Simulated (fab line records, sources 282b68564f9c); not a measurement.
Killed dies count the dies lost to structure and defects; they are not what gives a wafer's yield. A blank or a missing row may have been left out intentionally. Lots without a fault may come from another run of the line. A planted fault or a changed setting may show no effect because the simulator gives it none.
Split-lot experiment + flow ritCmos + 5 lots, 23 wafers read, on a route of 202 steps

SPLIT DETAILS
At RIT_NLDD_HARDBAKE_07 (time 60 s), the setting tempC was moved away from the recipe's 140 C on 11 of the 23 wafers read, by -2.5% to +2.7%. This setting was run at the recipe's value on the other wafers.

Reading taken at the split's own step.

THE READING
NOVOLAK_of_NLDD_COAT_01.thkNm (the simulator's own value, which no gauge read), in nm, at RIT_NLDD_HARDBAKE_07 (time 60 s). There is no usual value for it anywhere in the file. Here, 12 wafers ran the recipe; their average is 883.7 nm with a standard deviation of 1.9 nm.

| wafer  | tool, chamber at the split | tempC as run, C | against the recipe | NOVOLAK_of_NLDD_COAT_01.thkNm, nm | against lot-mates on the recipe |
|--------|----------------------------|-----------------|--------------------|-----------------------------------|---------------------------------|
| L080.2 | lithoTrack-01, 0           | 137             | -2.1%              | 888.7                             | +7.1                            |
| L080.3 | lithoTrack-01, 0           | 140             | recipe             | 882.3                             | -                               |
| L080.4 | lithoTrack-01, 0           | 137             | -2.1%              | 885.8                             | +4.1                            |
| L080.5 | lithoTrack-01, 0           | 137             | -2.1%              | 888.6                             | +7.0                            |
| L080.6 | lithoTrack-01, 0           | 140             | recipe             | 881                               | -                               |
| L081.1 | lithoTrack-03, 0           | 136.5           | -2.5%              | 893.5                             | +7.6                            |
| L081.2 | lithoTrack-03, 0           | 140             | recipe             | 885.5                             | -                               |
| L081.3 | lithoTrack-03, 0           | 136.5           | -2.5%              | 892.6                             | +6.7                            |
| L081.5 | lithoTrack-03, 0           | 136.5           | -2.5%              | 895                               | +9.1                            |
| L081.6 | lithoTrack-03, 0           | 140             | recipe             | 886.3                             | -                               |
| L082.1 | lithoTrack-02, 0           | 140             | recipe             | 881.7                             | -                               |
| L082.3 | lithoTrack-02, 0           | 143.8           | +2.7%              | 879.6                             | -2.0                            |
| L082.5 | lithoTrack-02, 0           | 143.8           | +2.7%              | 879.6                             | -2.0                            |
| L082.4 | lithoTrack-02, 0           | 140             | recipe             | 881.5                             | -                               |
| L082.6 | lithoTrack-02, 0           | 143.8           | +2.7%              | 877.7                             | -3.9                            |
| L083.1 | lithoTrack-03, 0           | 140             | recipe             | 884.1                             | -                               |
| L083.3 | lithoTrack-03, 0           | 140             | recipe             | 882.1                             | -                               |
| L083.5 | lithoTrack-03, 0           | 140             | recipe             | 883.4                             | -                               |
| L085.1 | lithoTrack-01, 0           | 140             | recipe             | 886.6                             | -                               |
| L085.2 | lithoTrack-01, 0           | 140             | recipe             | 884.4                             | -                               |
| L085.3 | lithoTrack-01, 0           | 142.6           | +1.9%              | 880                               | -5.4                            |
| L085.5 | lithoTrack-01, 0           | 142.6           | +1.9%              | 880.9                             | -4.5                            |
| L085.6 | lithoTrack-01, 0           | 140             | recipe             | 885.3                             | -                               |

FIT RESULTS
A straight line over all 23 wafers: NOVOLAK_of_NLDD_COAT_01.thkNm changes by -2.44 nm for each +1% of tempC; r = -0.88; the points scatter about the line by 2.3 nm.
The same after taking each lot's own level away (the mean of its wafers on the recipe; 23 wafers): -2.2 nm for each +1%; r = -0.92; scatter 1.7 nm.
The reading moves by 6 nm for the largest change in tempC, on that fit.
The span of the lots' own levels, 881.60 to 885.90 nm, comes to 2.3 times the standard deviation stated above.
In other words, the slope is changed by the lot-to-lot level; the two fits disagree.
Check: with one of the wafers moved furthest among these (+2.7%) left out of the fit, the line predicts -5.81 nm for it against its lot-mates. It came out at -2 nm against them.

OTHER SPLITS APPLIED TO THESE WAFERS
Other splits were also applied to these wafers ahead of the reading. Each is held against what the fit with the lots' levels taken away leaves over:
| other split on the same wafers     | wafers away from the commonest value | r with NOVOLAK_of_NLDD_COAT_01.thkNm (lot level and that fit taken away) |
|------------------------------------|--------------------------------------|--------------------------------------------------------------------------|
| RIT_ACTIVE_OXIDATION_01 oxTimeS    | 10                                   | -0.09                                                                    |
| RIT_ACTIVE_COAT_06 resistThkNm     | 7                                    | -0.31                                                                    |
| RIT_ACTIVE_STRIP_14 pressureMtorr  | 18                                   | +0.42                                                                    |
| RIT_PWELL_COAT_01 resistThkNm      | 10                                   | -0.26                                                                    |
| RIT_PWELL_IMPLANT_08 doseCm2       | 7                                    | +0.08                                                                    |
| RIT_PRETRO_COAT_01 resistThkNm     | 10                                   | +0.03                                                                    |
| RIT_PRETRO_DEVELOP_05 developTimeS | 8                                    | -0.20                                                                    |
| RIT_GATE_OXIDATION_05 oxTimeS      | 15                                   | +0.37                                                                    |
| RIT_GATE_EXPOSE_13 doseMj          | 8                                    | +0.14                                                                    |

FILE'S OWN FIT
NOVOLAK_of_NLDD_COAT_01.thkNm changes by -2.25 nm for each +1% of tempC, r = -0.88.
